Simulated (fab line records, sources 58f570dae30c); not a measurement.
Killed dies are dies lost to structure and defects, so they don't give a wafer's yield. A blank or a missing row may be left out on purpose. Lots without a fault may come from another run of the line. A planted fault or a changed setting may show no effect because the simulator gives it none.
Which tool did it? | flow berkeley_cmos170 | 14 lots, 42 wafers sampled, at 3 steps of a route of 331

WHAT THE GAUGES READ, wafer by wafer
UCB170_V1_CD_MEAS_90: target cd 700 nm. Usual: cd_nm 700.2 nm, standard deviation 1.6.
lot  | measured     | on        | cd_nm (nm)        | flag
L438 | day 8 11:37  | cd_sem-01 | 699.9 701.1 700.4 |
L439 | day 8 18:22  | cd_sem-01 | 698.6 700.9 700.3 |
L440 | day 9 13:47  | cd_sem-01 | 702.2 700.5 701.1 |
L443 | day 9 15:07  | cd_sem-02 | 701.0 699.9 699.6 |
L441 | day 9 16:44  | cd_sem-01 | 699.1 700.4 698.9 |
L447 | day 10 14:31 | cd_sem-02 | 700.9 698.2 699.0 |
L445 | day 10 14:52 | cd_sem-02 | 699.2 701.2 699.5 |
L446 | day 10 15:17 | cd_sem-01 | 700.1 698.9 698.9 |
L444 | day 10 15:49 | cd_sem-01 | 698.2 697.7 697.6 |
L449 | day 10 17:29 | cd_sem-01 | 699.9 698.9 699.0 |
L450 | day 11 10:15 | cd_sem-02 | 699.9 698.4 698.5 |
L452 | day 11 11:55 | cd_sem-02 | 698.1 699.3 699.4 |
L453 | day 12 02:41 | cd_sem-02 | 701.7 702.1 702.6 |
L460 | day 14 02:24 | cd_sem-02 | 698.7 698.6 701.3 |

UCB170_M2_OVL_MEAS_16. Usual: M2_OVL 3 nm, standard deviation 5.7.
lot  | measured     | on         | M2_OVL (nm) | flag
L438 | day 8 14:40  | overlay-02 | -1 -7 -2    |
L439 | day 8 21:29  | overlay-02 | -4 5 -4     |
L440 | day 9 15:55  | overlay-01 | 3 0 7       |
L443 | day 9 17:58  | overlay-02 | 3 6 -1      |
L441 | day 9 19:10  | overlay-02 | 1 1 -1      |
L447 | day 10 17:10 | overlay-01 | 2 2 -1      |
L445 | day 10 17:31 | overlay-01 | 10 1 -2     |
L446 | day 10 19:31 | overlay-01 | 5 10 10     |
L444 | day 10 19:52 | overlay-01 | 3 0 1       |
L449 | day 10 20:09 | overlay-02 | 3 -2 -3     |
L450 | day 11 12:22 | overlay-01 | 5 1 6       |
L452 | day 11 15:29 | overlay-02 | -1 -1 1     |
L453 | day 12 04:49 | overlay-02 | 2 7 -1      |
L460 | day 14 04:52 | overlay-02 | 7 10 3      |

WHICH TOOL RAN EACH LOT (tool, then ch and the chambers of the sampled wafers, then the start)
lot  | UCB170_M2_STRIP_07
L438 | plasma_asher-02 ch 0,1, day 8 12:59
L439 | plasma_asher-04 ch 0, day 8 19:16
L440 | plasma_asher-03 ch 0,1, day 9 14:40
L443 | plasma_asher-03 ch 1, day 9 16:14
L441 | plasma_asher-04 ch 0,1, day 9 17:36
L447 | plasma_asher-02 ch 0,1, day 10 15:25
L445 | plasma_asher-02 ch 1, day 10 15:45
L446 | plasma_asher-03 ch 0,1, day 10 16:12
L444 | plasma_asher-02 ch 0,1, day 10 17:06
L449 | plasma_asher-02 ch 0,1, day 10 18:23
L450 | plasma_asher-04 ch 0,1, day 11 11:08
L452 | plasma_asher-02 ch 0,1, day 11 12:58
L453 | plasma_asher-02 ch 0,1, day 12 03:35
L460 | plasma_asher-03 ch 0,1, day 14 03:27
- UCB170_M2_STRIP_07: strips in O2.

WHAT THE TOOLS THEMSELVES READ (means of the sampled wafers that have a number; where no wafer has one, the mark that the record gives instead)
UCB170_M2_STRIP_07. Usual: drypump_motor_current_A 5.7 A, standard deviation 0.42; oes_product_au 0.734 a.u., standard deviation 0.0045; strip_time_to_endpoint_s 21.97 s, standard deviation 0.068.
lot  | tool            | drypump_motor_current_A (A) | oes_product_au (a.u.) | strip_time_to_endpoint_s (s) | flag
L438 | plasma_asher-02 | 6.1                         | 0.735                 | 21.97                        |
L439 | plasma_asher-04 | 5.7                         | 0.740                 | 22.00                        |
L440 | plasma_asher-03 | 5.5                         | 0.732                 | 21.97                        |
L443 | plasma_asher-03 | 5.7                         | 0.738                 | 21.95                        |
L441 | plasma_asher-04 | 5.6                         | 0.736                 | 21.93                        |
L447 | plasma_asher-02 | 6.1                         | 0.736                 | 22.04                        |
L445 | plasma_asher-02 | 5.8                         | 0.734                 | 21.98                        |
L446 | plasma_asher-03 | 5.2                         | 0.734                 | 21.83                        |
L444 | plasma_asher-02 | 6.1                         | 0.729                 | 21.88                        |
L449 | plasma_asher-02 | 6.0                         | 0.735                 | 21.92                        |
L450 | plasma_asher-04 | 5.6                         | 0.735                 | 21.96                        |
L452 | plasma_asher-02 | 6.1                         | 0.735                 | 21.99                        |
L453 | plasma_asher-02 | 6.0                         | 0.734                 | 21.92                        |
L460 | plasma_asher-03 | 5.5                         | 0.736                 | 22.06                        |

THE ANSWER, worked out from the rows above alone
Rule: a lot is off if the mean of its wafers that have a number lies more than 3 standard deviations from the usual mean. A lot without any number at a reading at which 4 lots or more have one is off too. The other lots that the step has rows for count as sound. The gauges are gone through in route order, then the tools' own readings, and for those a lot's mean is taken as printed above. The first step at which some lot is off is used, and at that step the reading that is off furthest; a lot without a number counts as furthest.
No lot is off at any reading shown: from this, nothing can be told.

WHAT THE SIMULATOR HAD PUT IN
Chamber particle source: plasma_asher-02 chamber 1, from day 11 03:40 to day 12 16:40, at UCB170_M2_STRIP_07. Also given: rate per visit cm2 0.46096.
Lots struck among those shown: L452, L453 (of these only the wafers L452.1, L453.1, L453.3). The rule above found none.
